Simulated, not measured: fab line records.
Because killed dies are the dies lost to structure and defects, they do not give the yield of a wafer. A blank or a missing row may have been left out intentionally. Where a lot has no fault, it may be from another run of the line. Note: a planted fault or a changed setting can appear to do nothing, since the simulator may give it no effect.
Which tool was responsible? / flow berkeley-cmos170 / 39 wafers from 13 lots sampled at 5 of the route's 331 steps

## WHAT THE GAUGES READ, wafer by wafer
UCB170_M2_CD_MEAS_15 targets a cd of 700 nm. Usual: 700.3 nm for cd-nm, sd 1.3.
lot=L134; measured=day 7 11:05; on=cd-sem-02; cd-nm (nm)=698.1 697.3 697.6; flag=
lot=L135; measured=day 7 23:10; on=cd-sem-01; cd-nm (nm)=700.1 698.2 698.3; flag=
lot=L136; measured=day 8 12:03; on=cd-sem-02; cd-nm (nm)=701.0 698.4 699.3; flag=
lot=L140; measured=day 9 00:31; on=cd-sem-02; cd-nm (nm)=701.9 700.9 701.2; flag=
lot=L139; measured=day 9 00:46; on=cd-sem-02; cd-nm (nm)=698.7 700.2 700.0; flag=
lot=L144; measured=day 9 21:33; on=cd-sem-01; cd-nm (nm)=699.4 698.6 700.2; flag=
lot=L146; measured=day 10 23:24; on=cd-sem-01; cd-nm (nm)=700.0 699.0 698.4; flag=
lot=L151; measured=day 11 02:38; on=cd-sem-02; cd-nm (nm)=701.5 701.2 702.9; flag=
lot=L155; measured=day 11 21:40; on=cd-sem-02; cd-nm (nm)=701.8 701.2 701.1; flag=
lot=L152; measured=day 11 22:01; on=cd-sem-01; cd-nm (nm)=700.4 701.3 700.9; flag=
lot=L153; measured=day 11 22:20; on=cd-sem-02; cd-nm (nm)=698.2 698.8 698.3; flag=
lot=L156; measured=day 11 23:05; on=cd-sem-02; cd-nm (nm)=700.8 700.8 700.2; flag=
lot=L154; measured=day 11 23:46; on=cd-sem-01; cd-nm (nm)=700.6 698.8 701.8; flag=

UCB170_M2_OVL_MEAS_16. Usual: M2_OVL -3 nm, standard deviation 5.
lot=L134; measured=day 7 11:12; on=overlay-02; M2_OVL (nm)=-4 -4 -2; flag=
lot=L135; measured=day 7 23:17; on=overlay-01; M2_OVL (nm)=-7 -7 -2; flag=
lot=L136; measured=day 8 12:10; on=overlay-02; M2_OVL (nm)=-4 5 8; flag=
lot=L140; measured=day 9 00:37; on=overlay-02; M2_OVL (nm)=-9 -2 -9; flag=
lot=L139; measured=day 9 00:53; on=overlay-02; M2_OVL (nm)=-3 0 -2; flag=
lot=L144; measured=day 9 21:40; on=overlay-01; M2_OVL (nm)=2 -1 -1; flag=
lot=L146; measured=day 10 23:31; on=overlay-02; M2_OVL (nm)=-11 -3 -10; flag=
lot=L151; measured=day 11 02:44; on=overlay-02; M2_OVL (nm)=-13 -6 -10; flag=
lot=L155; measured=day 11 21:46; on=overlay-02; M2_OVL (nm)=-4 -5 7; flag=
lot=L152; measured=day 11 22:08; on=overlay-02; M2_OVL (nm)=-7 -1 -1; flag=
lot=L153; measured=day 11 22:27; on=overlay-01; M2_OVL (nm)=1 -4 2; flag=
lot=L156; measured=day 11 23:13; on=overlay-02; M2_OVL (nm)=-3 -11 -9; flag=
lot=L154; measured=day 11 23:52; on=overlay-02; M2_OVL (nm)=7 2 6; flag=

UCB170_V2_THK_MEAS_01. Usual: V2_TEOS_THK 1981 nm, standard deviation 33.
lot=L134; measured=day 7 11:50; on=film-metro-03; V2_TEOS_THK (nm)=2005 1943 1952; flag=
lot=L135; measured=day 8 00:03; on=film-metro-03; V2_TEOS_THK (nm)=2018 1969 2023; flag=
lot=L136; measured=day 8 12:49; on=film-metro-03; V2_TEOS_THK (nm)=1959 1980 1995; flag=
lot=L140; measured=day 9 01:16; on=film-metro-04; V2_TEOS_THK (nm)=1948 1961 1969; flag=
lot=L139; measured=day 9 01:31; on=film-metro-04; V2_TEOS_THK (nm)=2341 1974 2356 2342 1976 2357; flag=OFF
lot=L144; measured=day 9 22:23; on=film-metro-04; V2_TEOS_THK (nm)=1951 1941 1970; flag=
lot=L146; measured=day 11 00:10; on=film-metro-04; V2_TEOS_THK (nm)=1961 1988 1978; flag=
lot=L151; measured=day 11 03:34; on=film-metro-03; V2_TEOS_THK (nm)=1951 1962 2000; flag=
lot=L155; measured=day 11 22:25; on=film-metro-03; V2_TEOS_THK (nm)=1963 1927 1970; flag=
lot=L152; measured=day 11 22:46; on=film-metro-04; V2_TEOS_THK (nm)=2016 2002 1952; flag=
lot=L153; measured=day 11 23:05; on=film-metro-01; V2_TEOS_THK (nm)=1929 2022 1996; flag=
lot=L156; measured=day 11 23:54; on=film-metro-04; V2_TEOS_THK (nm)=1973 2002 2007; flag=
lot=L154; measured=day 12 00:31; on=film-metro-04; V2_TEOS_THK (nm)=1969 2013 1980; flag=

## EACH LOT AND THE TOOL THAT RAN IT (in order: tool; ch and the chambers of the sampled wafers; start)
lot=L134; UCB170_V1_STRIP_15=plasma-asher-04 ch 0,1, day 7 08:57; UCB170_V2_CVD_00=pecvd-01 ch 0,1,2, day 7 11:41
lot=L135; UCB170_V1_STRIP_15=plasma-asher-04 ch 0,1, day 7 20:34; UCB170_V2_CVD_00=pecvd-01 ch 0,1, day 7 23:49
lot=L136; UCB170_V1_STRIP_15=plasma-asher-04 ch 0,1, day 8 09:34; UCB170_V2_CVD_00=pecvd-02 ch 0,2, day 8 12:40
lot=L140; UCB170_V1_STRIP_15=plasma-asher-01 ch 0,1, day 8 21:59; UCB170_V2_CVD_00=pecvd-02 ch 0,1,2, day 9 01:06
lot=L139; UCB170_V1_STRIP_15=plasma-asher-01 ch 0,1, day 8 22:31; UCB170_V2_CVD_00=pecvd-01 ch 0,1, day 9 01:22
lot=L144; UCB170_V1_STRIP_15=plasma-asher-01 ch 0,1, day 9 17:44; UCB170_V2_CVD_00=pecvd-03 ch 0,2, day 9 22:13
lot=L146; UCB170_V1_STRIP_15=plasma-asher-01 ch 0,1, day 10 19:42; UCB170_V2_CVD_00=pecvd-03 ch 0,1, day 10 23:59
lot=L151; UCB170_V1_STRIP_15=plasma-asher-01 ch 0,1, day 10 23:08; UCB170_V2_CVD_00=pecvd-03 ch 0,1,2, day 11 03:24
lot=L155; UCB170_V1_STRIP_15=plasma-asher-01 ch 0,1, day 11 17:38; UCB170_V2_CVD_00=pecvd-03 ch 0,2, day 11 22:15
lot=L152; UCB170_V1_STRIP_15=plasma-asher-04 ch 0,1, day 11 17:59; UCB170_V2_CVD_00=pecvd-01 ch 0,1,2, day 11 22:37
lot=L153; UCB170_V1_STRIP_15=plasma-asher-04 ch 0,1, day 11 18:27; UCB170_V2_CVD_00=pecvd-02 ch 0,1, day 11 22:56
lot=L156; UCB170_V1_STRIP_15=plasma-asher-01 ch 0,1, day 11 19:31; UCB170_V2_CVD_00=pecvd-03 ch 0,1, day 11 23:44
lot=L154; UCB170_V1_STRIP_15=plasma-asher-01 ch 0,1, day 11 20:21; UCB170_V2_CVD_00=pecvd-02 ch 0,2, day 12 00:21
- UCB170_V1_STRIP_15: strips in O2.
- UCB170_V2_CVD_00: deposits SiO2 from TEOS/O2, target thk 2000 nm, time 250 s.

## WHAT THE TOOLS THEMSELVES READ (means of the sampled wafers that have a number; where no wafer has one, the mark that the record gives instead)
UCB170_V1_STRIP_15. Usual: drypump-motor-current-A 5.8 A, standard deviation 0.42; oes-product-au 0.721 a.u., standard deviation 0.0047; strip-time-to-endpoint-s 15.35 s, standard deviation 0.15.
lot=L134; tool=plasma-asher-04; drypump-motor-current-A (A)=6.1; oes-product-au (a.u.)=0.722; strip-time-to-endpoint-s (s)=15.29; flag=
lot=L135; tool=plasma-asher-04; drypump-motor-current-A (A)=6.3; oes-product-au (a.u.)=0.721; strip-time-to-endpoint-s (s)=15.59; flag=
lot=L136; tool=plasma-asher-04; drypump-motor-current-A (A)=6.1; oes-product-au (a.u.)=0.723; strip-time-to-endpoint-s (s)=15.33; flag=
lot=L140; tool=plasma-asher-01; drypump-motor-current-A (A)=5.4; oes-product-au (a.u.)=0.718; strip-time-to-endpoint-s (s)=15.25; flag=
lot=L139; tool=plasma-asher-01; drypump-motor-current-A (A)=5.5; oes-product-au (a.u.)=0.721; strip-time-to-endpoint-s (s)=15.40; flag=
lot=L144; tool=plasma-asher-01; drypump-motor-current-A (A)=5.4; oes-product-au (a.u.)=0.724; strip-time-to-endpoint-s (s)=15.54; flag=
lot=L146; tool=plasma-asher-01; drypump-motor-current-A (A)=5.5; oes-product-au (a.u.)=0.719; strip-time-to-endpoint-s (s)=15.33; flag=
lot=L151; tool=plasma-asher-01; drypump-motor-current-A (A)=5.5; oes-product-au (a.u.)=0.726; strip-time-to-endpoint-s (s)=15.38; flag=
lot=L155; tool=plasma-asher-01; drypump-motor-current-A (A)=5.4; oes-product-au (a.u.)=0.722; strip-time-to-endpoint-s (s)=15.53; flag=
lot=L152; tool=plasma-asher-04; drypump-motor-current-A (A)=6.1; oes-product-au (a.u.)=0.719; strip-time-to-endpoint-s (s)=15.40; flag=
lot=L153; tool=plasma-asher-04; drypump-motor-current-A (A)=6.3; oes-product-au (a.u.)=0.717; strip-time-to-endpoint-s (s)=15.37; flag=
lot=L156; tool=plasma-asher-01; drypump-motor-current-A (A)=5.5; oes-product-au (a.u.)=0.721; strip-time-to-endpoint-s (s)=15.41; flag=
lot=L154; tool=plasma-asher-01; drypump-motor-current-A (A)=5.5; oes-product-au (a.u.)=0.719; strip-time-to-endpoint-s (s)=15.45; flag=

UCB170_V2_CVD_00. Usual: heater-power-w 274 W, standard deviation 63; run-length-s 277.8 s, standard deviation 0.61.
lot=L134; tool=pecvd-01; heater-power-w (W)=314; run-length-s (s)=277.4; flag=
lot=L135; tool=pecvd-01; heater-power-w (W)=368; run-length-s (s)=277.3; flag=
lot=L136; tool=pecvd-02; heater-power-w (W)=278; run-length-s (s)=278.0; flag=
lot=L140; tool=pecvd-02; heater-power-w (W)=249; run-length-s (s)=277.7; flag=
lot=L139; tool=pecvd-01; heater-power-w (W)=313; run-length-s (s)=303.0; flag=OFF
lot=L144; tool=pecvd-03; heater-power-w (W)=225; run-length-s (s)=277.5; flag=
lot=L146; tool=pecvd-03; heater-power-w (W)=207; run-length-s (s)=278.5; flag=
lot=L151; tool=pecvd-03; heater-power-w (W)=231; run-length-s (s)=278.2; flag=
lot=L155; tool=pecvd-03; heater-power-w (W)=242; run-length-s (s)=277.4; flag=
lot=L152; tool=pecvd-01; heater-power-w (W)=342; run-length-s (s)=277.6; flag=
lot=L153; tool=pecvd-02; heater-power-w (W)=272; run-length-s (s)=277.6; flag=
lot=L156; tool=pecvd-03; heater-power-w (W)=247; run-length-s (s)=277.7; flag=
lot=L154; tool=pecvd-02; heater-power-w (W)=268; run-length-s (s)=278.5; flag=

## THE ANSWER, worked out from the rows above alone
Rule: a lot is off if the mean of its wafers that have a number lies more than 3 standard deviations from the usual mean. Also off: a lot with no number at a reading for which 4 or more lots have one. The other lots that the step has rows for count as sound. Order of review: gauges by route order, followed by the tools' own readings, for which a lot's mean as printed above is used. The first step at which some lot is off is used, and at that step the reading that is off furthest; a lot without a number counts as furthest.
Off: L139, seen at UCB170_V2_THK_MEAS_01 (V2_TEOS_THK).
A tool fits if, at a process step before that reading, it ran every lot that is off, and no sound lot after the first of them. Not tried: the gauges at UCB170_V2_THK_MEAS_01; whatever is off there is also off at UCB170_V2_CVD_00, on other tools, and gauge error can't account for it. No candidate that was tried fits.

## WHAT THE SIMULATOR HAD INSERTED
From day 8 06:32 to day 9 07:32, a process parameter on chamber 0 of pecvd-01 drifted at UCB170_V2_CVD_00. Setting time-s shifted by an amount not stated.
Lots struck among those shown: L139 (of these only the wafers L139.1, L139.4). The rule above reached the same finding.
